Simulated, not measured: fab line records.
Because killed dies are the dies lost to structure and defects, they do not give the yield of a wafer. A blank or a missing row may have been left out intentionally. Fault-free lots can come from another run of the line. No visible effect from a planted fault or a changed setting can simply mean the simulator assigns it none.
The tool behind it: which one?	flow berkeley cmos170	14 lots with 42 wafers sampled at 3 steps, on a route of 331 steps

## WHAT THE GAUGES READ, wafer by wafer
UCB170_PLDD_TW_MEAS_11.
lot	measured	on	PLDD_TW
L756	day 8 00:44	film metro-03	1007 1011 1011
L755	day 8 01:17	film metro-01	1006 1006 1005
L760	day 8 05:18	film metro-01	1010 1007 1010
L759	day 8 06:09	film metro-04	963 961 960
L758	day 8 06:18	film metro-01	1010 1007 1005
L764	day 8 23:58	film metro-04	966 958 964
L768	day 10 11:35	film metro-03	1014 1014 1014
L769	day 10 23:31	film metro-04	1009 1009 1007
L771	day 10 23:46	film metro-01	1013 1014 1011
L772	day 11 00:04	film metro-03	1006 1011 1006
L774	day 11 00:10	film metro-04	1015 1008 1012
L773	day 11 00:22	film metro-03	1007 1006 1005
L777	day 12 00:22	film metro-03	1002 1006 1002
L776	day 12 00:51	film metro-03	996 1003 1001

UCB170_SDANNEAL_RS_MEAS_04: the measuring method here is four-point-probe.
lot	measured	on	PLDD_RS (ohm/sq)
L756	day 8 19:37	film metro-04	1033 1031 1030
L755	day 8 20:05	film metro-03	1036 1036 1032
L760	day 8 21:20	film metro-04	1035 1032 1033
L759	day 8 22:45	film metro-04	1044 1044 1044
L758	day 8 22:04	film metro-03	1033 1034 1034
L764	day 9 16:27	film metro-03	1045 1049 1045
L768	day 11 03:08	film metro-03	1035 1034 1032
L769	day 11 13:43	film metro-03	1028 1027 1028
L771	day 11 14:06	film metro-04	1031 1029 1030
L772	day 11 14:38	film metro-01	1034 1029 1030
L774	day 11 14:08	film metro-01	1032 1035 1038
L773	day 11 15:01	film metro-04	1034 1032 1033
L777	day 12 16:04	film metro-04	1033 1033 1037
L776	day 12 15:49	film metro-03	1033 1029 1028

## WHAT TOOL EACH LOT RAN ON (gives the tool, then ch and the chambers of the sampled wafers, and finally the start)
lot	UCB170_PLDD_IMPLANT_09
L756	implanter-01 ch 0, day 8 00:29
L755	implanter-02 ch 0, day 8 01:04
L760	implanter-01 ch 0, day 8 05:03
L759	implanter-01 ch 0, day 8 05:56
L758	implanter-02 ch 0, day 8 06:03
L764	implanter-01 ch 0, day 8 23:43
L768	implanter-03 ch 0, day 10 11:20
L769	implanter-03 ch 0, day 10 23:16
L771	implanter-02 ch 0, day 10 23:31
L772	implanter-02 ch 0, day 10 23:49
L774	implanter-03 ch 0, day 10 23:57
L773	implanter-02 ch 0, day 11 00:07
L777	implanter-03 ch 0, day 12 00:07
L776	implanter-02 ch 0, day 12 00:38
- UCB170_PLDD_IMPLANT_09

## WHAT THE TOOLS THEMSELVES READ (means of the sampled wafers that have a number; where no wafer has one, the mark that the record gives instead)
UCB170_PLDD_IMPLANT_09.
lot	tool	beam energy keV	beam on s (s)	faraday current uA
L756	implanter-01	10.003	9.99	159.0
L755	implanter-02	10.001	9.98	159.3
L760	implanter-01	9.996	10.03	158.2
L759	implanter-01	6.998	16.74	94.6
L758	implanter-02	10.003	9.88	160.6
L764	implanter-01	6.999	16.56	95.6
L768	implanter-03	10.005	10.15	156.1
L769	implanter-03	10.000	10.15	156.6
L771	implanter-02	10.001	9.95	158.7
L772	implanter-02	9.999	10.16	156.0
L774	implanter-03	9.998	9.85	160.8
L773	implanter-02	10.001	9.97	159.3
L777	implanter-03	10.001	10.06	157.6
L776	implanter-02	9.999	9.95	159.7

## THE ANSWER, worked out from the rows above alone
Rule: what is usual is taken from the lots themselves. The widest of any qualifying gaps counts: lots, ordered by their means at a reading, are off when they make up no more than a third of the lots, leave a main group of 4 or more, and stand apart from it by 3 or more times the standard deviation of that group's means. A main group is skipped when, at the precision printed for the reading in the tables above, its means are all equal. Also off: a lot with no number at a reading for which 4 or more lots have one. Any other lot the step has rows for is counted as sound. After the gauges, taken in route order, come the tools' own readings; for these a lot's mean is taken, as printed above. At the first step where some lot is off, the reading lying furthest off is the one used; lots without a number count as furthest.
Off: L759, L764, at UCB170_PLDD_TW_MEAS_11 (PLDD_TW). For the main group the mean is 1008 and the standard deviation 3.8.
A tool fits if, at a process step before that reading, it ran every lot that is off, and no sound lot after the first of them. The gauges at UCB170_PLDD_TW_MEAS_11 aren't tried: what is off there is off at UCB170_PLDD_IMPLANT_09 too, on other tools, and a gauge's error can't cause that. One fits: UCB170_PLDD_IMPLANT_09 on implanter-01. A fault onset in the window from L760 (day 8 05:03, its last sound lot) to L759 (day 8 05:56, its first lot off) fits.
The tool's own readings at UCB170_PLDD_IMPLANT_09 bear it out: on the lots that are off they differ by more than 5 times the standard deviation of the sound lots' means. beam energy keV reads 6.998 there against 10.001 on the sound lots; beam on s reads 16.65 s there against 10.01 s on the sound lots; faraday current uA reads 95.1 there against 158.5 on the sound lots.

## WHAT WAS PUT IN BY THE SIMULATOR
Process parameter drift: implanter-01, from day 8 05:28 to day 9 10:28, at UCB170_PLDD_IMPLANT_09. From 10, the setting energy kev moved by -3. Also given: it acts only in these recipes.
Struck lots among those shown: L759, L764. The rule above found the same.
